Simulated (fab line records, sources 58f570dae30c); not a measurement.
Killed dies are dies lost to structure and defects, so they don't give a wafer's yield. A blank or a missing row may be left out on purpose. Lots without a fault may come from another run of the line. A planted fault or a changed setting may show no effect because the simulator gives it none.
Split-lot experiment | flow berkeley_cmos170 | 5 lots, 23 wafers read, on a route of 331 steps

THE SPLIT
At UCB170_ZERO_COAT_01 (resist thk 900 nm), the setting resist_thk_nm was moved away from the recipe's 900 nm on 8 of the 23 wafers read, by -4.9% to +4.3%. The other wafers ran this setting at the recipe's value.

The reading is taken at the split's own step.

THE READING
KrF_of_ZERO_COAT_01.thk_nm (the simulator's own value, which no gauge read), in nm, at UCB170_ZERO_COAT_01 (resist thk 900 nm). The file gives no usual value for it. The 15 wafers here that ran the recipe average 899.4 nm, standard deviation 2.7 nm.

wafer  | tool, chamber at the split | resist_thk_nm as run, nm | against the recipe | KrF_of_ZERO_COAT_01.thk_nm, nm | against lot-mates on the recipe
L074.1 | litho_track-04, 0          | 900                      | recipe             | 900.3                          | -
L074.2 | litho_track-04, 0          | 900                      | recipe             | 899.3                          | -
L074.6 | litho_track-04, 0          | 900                      | recipe             | 899.1                          | -
L076.2 | litho_track-02, 0          | 900                      | recipe             | 900.9                          | -
L076.3 | litho_track-02, 0          | 883.4                    | -1.8%              | 883                            | -18.0
L076.4 | litho_track-02, 0          | 900                      | recipe             | 899.8                          | -
L076.5 | litho_track-02, 0          | 900                      | recipe             | 902.3                          | -
L076.6 | litho_track-02, 0          | 883.4                    | -1.8%              | 885.9                          | -15.1
L078.1 | litho_track-01, 0          | 939                      | +4.3%              | 940.7                          | +39.5
L078.2 | litho_track-01, 0          | 900                      | recipe             | 901.3                          | -
L078.4 | litho_track-01, 0          | 900                      | recipe             | 899.9                          | -
L078.5 | litho_track-01, 0          | 900                      | recipe             | 902.3                          | -
L078.6 | litho_track-01, 0          | 939                      | +4.3%              | 937.9                          | +36.7
L082.1 | litho_track-04, 0          | 900                      | recipe             | 895.2                          | -
L082.3 | litho_track-04, 0          | 900                      | recipe             | 893                            | -
L082.4 | litho_track-04, 0          | 856.1                    | -4.9%              | 852.7                          | -42.0
L082.5 | litho_track-04, 0          | 856.1                    | -4.9%              | 851                            | -43.7
L082.6 | litho_track-04, 0          | 900                      | recipe             | 896                            | -
L083.1 | litho_track-02, 0          | 886.2                    | -1.5%              | 887.5                          | -13.1
L083.2 | litho_track-02, 0          | 900                      | recipe             | 899.2                          | -
L083.4 | litho_track-02, 0          | 900                      | recipe             | 899.7                          | -
L083.5 | litho_track-02, 0          | 886.2                    | -1.5%              | 886.6                          | -14.0
L083.6 | litho_track-02, 0          | 900                      | recipe             | 902.9                          | -

THE FIT
A straight line over all 23 wafers: KrF_of_ZERO_COAT_01.thk_nm changes by +9.35 nm for each +1% of resist_thk_nm; r = +0.99; the points scatter about the line by 2.6 nm.
The same after taking each lot's own level away (the mean of its wafers on the recipe; 23 wafers): +8.81 nm for each +1%; r = +1.00; scatter 1.2 nm.
On that fit, the largest move of resist_thk_nm shifts the reading by 43 nm.
The lots' own levels span 894.73 to 901.17 nm, that is 2.4 times the standard deviation above.
So the lot-to-lot level changes the slope little: the two slopes agree.
Check: with one of the wafers moved furthest among these (-4.9%) left out of the fit, the line predicts -43.3 nm for it against its lot-mates. It came out at -42 nm against them.

THE WHOLE CHAIN: every reading that the file lists as answering this split, in the file's order
step                 | what it does      | reading                                                                     | change (the file's fit)              | r (the file's)
UCB170_ZERO_COAT_01  | resist thk 900 nm | KrF_of_ZERO_COAT_01.thk_nm (the simulator's own value, which no gauge read) | +8.81 nm for each +1% of the setting | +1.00
UCB170_ZERO_STRIP_07 | strips in O2      | strip_time_to_endpoint_s                                                    | withheld for each +1% of the setting | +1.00

THE FILE'S OWN FIT
KrF_of_ZERO_COAT_01.thk_nm changes by +8.81 nm for each +1% of resist_thk_nm, r = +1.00.
